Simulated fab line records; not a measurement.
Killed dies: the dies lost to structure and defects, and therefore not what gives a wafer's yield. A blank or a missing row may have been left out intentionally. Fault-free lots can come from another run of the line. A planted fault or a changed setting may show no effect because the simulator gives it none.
A lot that was struck, set against a sound lot | flow rit_cmos | 27 steps out of a route of 202
Sound: the wafers L862.3, L862.4, L862.6. Struck: wafer L870.1 (L870.4, L870.6, from the same lot, were not struck and are left out); the cause is given at the end.
At each step with rows: each side's tool, then ch and its chambers, then its first start. Under that, the readings that differ: sound wafers | struck wafers | difference of the means | sigmas: that difference in standard deviations of wafers without a fault.
alike: readings whose means differ by less than 2 such deviations, and words and numbers that are the same on both sides. not compared: withheld readings, readings that some wafer has no value for, bounds like >300 that may hide the same value, and numbers for which the record gives no deviation and whose values overlap.
The two part at a step that has a row with sigmas, a row that says differs or no value, or rows on one side only. When numbers do not overlap yet have no deviation, they are printed without sigmas and do not part them. Lack of a reading on every wafer of one side parts them only where that side has two or more wafers.

first, 4 steps without rows for these wafers: RIT_CONTACT_SOFTBAKE_04 (time 60 s); RIT_CONTACT_EXPOSE_05 (exposes mask M11, target cd 1000 nm); RIT_CONTACT_PEB_06; RIT_CONTACT_DEVELOP_07 (develop time 120 s).
RIT_CONTACT_CD_MEAS_08: target cd 1000 nm.
  struck on cd_sem-02, day 4 21:22; sound on cd_sem-02, day 3 08:58
  alike: cd_nm
RIT_CONTACT_OVL_MEAS_09:
  struck on overlay-01, day 4 21:29; sound on overlay-01, day 3 09:04
  reading          | sound       | struck | difference | sigmas
  CONTACT_OVL (nm) | 2.4 4.5 2.7 | -0.3   | -3.5       | -3
then, 1 step without rows for these wafers: RIT_CONTACT_HARDBAKE_10 (time 60 s).
RIT_CONTACT_ETCH_11: etches SiO2 in CHF3/CF4/Ar, stops on TiSi2, target depth 480 nm, time 320 s.
  sound on rie_diel-02 ch 0,1,2, day 3 09:16; struck on rie_diel-01 ch 1, day 4 21:40
  alike: drypump_motor_current_A, mfc_ar_sccm, oes_product_au, throttle_valve_pct
  not compared: rf_hours_counter_h
RIT_CONTACT_STRIP_12: strips in O2, time 180 s.
  sound on plasma_asher-04 ch 0,1, day 3 09:32; struck on plasma_asher-04 ch 1, day 4 21:52
  reading                | sound | struck | difference                   | sigmas
  rf_hours_counter_h (h) | - - - | 31     | no value on the sound wafers |
  alike: drypump_motor_current_A
RIT_CONTACT_CD_MEAS_90: target cd 1000 nm.
  struck on cd_sem-02, day 4 22:02; sound on cd_sem-01, day 3 09:41
  alike: cd_nm
then, 2 steps without rows for these wafers: RIT_CONTACT_CLEAN_13 (cleans in SC1, time 600 s); RIT_CONTACT_CLEAN_14 (cleans in SC2, time 600 s).
RIT_M1_SPUTTER_00: material Al, target thk 400 nm, time 500 s.
  struck on pvd_sputter-03, day 4 22:31; sound on pvd_sputter-03, day 3 10:08
  reading                               | sound             | struck | difference | sigmas
  model.Al_of_M1_SPUTTER_00.thk_nm (nm) | 384.6 385.9 383.9 | 420.6  | +35.8      |
  alike: substrate_temp_c, throttle_valve_pct
RIT_M1_RS_MEAS_01: measures by four-point-probe.
  struck on film_metro-04, day 4 22:49; sound on film_metro-04, day 3 10:28
  reading           | sound                | struck | difference | sigmas
  M1_AL_RS (ohm/sq) | 0.0764 0.0761 0.0765 | 0.0696 | -0.0067    | -10
RIT_M1_THK_MEAS_02: measures by xrf.
  struck on film_metro-04, day 4 22:56; sound on film_metro-04, day 3 10:34
  reading        | sound       | struck | difference | sigmas
  M1_AL_THK (nm) | 376 378 377 | 413    | +36        | +8
then, 6 steps without rows for these wafers: RIT_M1_HMDS_03 (prime time 60 s); RIT_M1_COAT_04 (resist thk 1300 nm); RIT_M1_SOFTBAKE_05 (time 60 s); RIT_M1_EXPOSE_06 (exposes mask M12, target cd 2600 nm); RIT_M1_PEB_07; RIT_M1_DEVELOP_08 (develop time 68 s).
RIT_M1_CD_MEAS_09: target cd 2600 nm.
  struck on cd_sem-02, day 5 00:03; sound on cd_sem-02, day 3 11:39
  alike: cd_nm
RIT_M1_OVL_MEAS_10:
  struck on overlay-02, day 5 00:10; sound on overlay-02, day 3 11:44
  alike: M1_OVL
then, 1 step without rows for these wafers: RIT_M1_HARDBAKE_11 (time 120 s).
RIT_M1_METAL_ETCH_12: etches Al in Cl2/BCl3, stops on SiO2, time 165 s, target depth 600 nm.
  sound on rie_metal-04 ch 0,1, day 3 12:04; struck on rie_metal-02 ch 1, day 5 00:27
  reading                | sound             | struck | difference                   | sigmas
  oes_product_au (a.u.)  | 0.755 0.762 0.753 | 0.801  | +0.044                       | +5
  rf_hours_counter_h (h) | - - -             | 3      | no value on the sound wafers |
  alike: drypump_motor_current_A, throttle_valve_pct
then, 1 step without rows for these wafers: RIT_M1_STRIP_13 (strips in nmp, time 600 s).
RIT_M1_PROBE_99:
  struck on prober-01, day 5 03:55; sound on prober-02, day 3 14:22
  reading                  | sound                  | struck  | difference | sigmas
  model.etest.m1.rs_ohm_sq | 0.0755 0.07512 0.07531 | 0.06911 | -0.00620   |
  alike: defect_limited_yield, killed_at_contacts, killed_at_front_end, killed_dies, killed_open, killed_short, sort_bin_3_pad_short, sort_bin_5_function, sort_bin_6_memory, sort_n_pass, sort_yield_pct

## WHERE THEY PART
First at RIT_CONTACT_OVL_MEAS_09; last, within this record, at RIT_M1_METAL_ETCH_12. Later steps at which nothing parts them and some readings are alike: RIT_M1_PROBE_99.

WHY: what the simulator had put in
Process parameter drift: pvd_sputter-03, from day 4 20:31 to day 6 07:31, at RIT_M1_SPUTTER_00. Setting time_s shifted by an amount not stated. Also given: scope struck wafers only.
